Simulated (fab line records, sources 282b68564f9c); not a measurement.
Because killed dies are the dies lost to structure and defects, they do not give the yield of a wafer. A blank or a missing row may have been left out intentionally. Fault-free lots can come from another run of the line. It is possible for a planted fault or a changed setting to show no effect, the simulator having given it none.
The tool behind it: which one? | flow rit_cmos | at 1 step of a route of 202, 6 lots with 18 wafers sampled

WHAT THE GAUGES SHOWED, per wafer
RIT_NWELL_OVL_MEAS_06.
lot  | measured    | on         | NWELL_OVL (nm)
L106 | day 2 08:39 | overlay-02 | 1.1 0.2 -0.9
L108 | day 2 17:17 | overlay-01 | 2.7 2.7 3.0
L112 | day 3 13:20 | overlay-01 | -0.3 0.0 0.8
L115 | day 4 05:44 | overlay-02 | 1.0 2.1 0.7
L117 | day 4 13:51 | overlay-01 | 4.4 2.7 2.4
L122 | day 5 15:05 | overlay-01 | 3.0 1.9 2.7

WHICH TOOL RAN EACH LOT (tool, then ch and the chambers of the sampled wafers, then the start)
The record holds no process step before these readings.

THE ANSWER, worked out from the rows above alone
Rule: the usual values come from the lots themselves. Put in order of their means at a reading, lots are off if they are a third of the lots or fewer, leave a main group of 4 or more, and stand apart from it by a gap of 3 or more times the standard deviation of the main group's means; of several such gaps the widest counts. The tables above print the reading to a certain number of digits; a main group whose means all agree to those digits is not used. Also off: a lot with no number at a reading for which 4 or more lots have one. Where the step has rows for the other lots, those lots are counted as sound.
Across all readings shown, no lot is off: no conclusion can be drawn from this.

WHAT WAS PUT IN BY THE SIMULATOR
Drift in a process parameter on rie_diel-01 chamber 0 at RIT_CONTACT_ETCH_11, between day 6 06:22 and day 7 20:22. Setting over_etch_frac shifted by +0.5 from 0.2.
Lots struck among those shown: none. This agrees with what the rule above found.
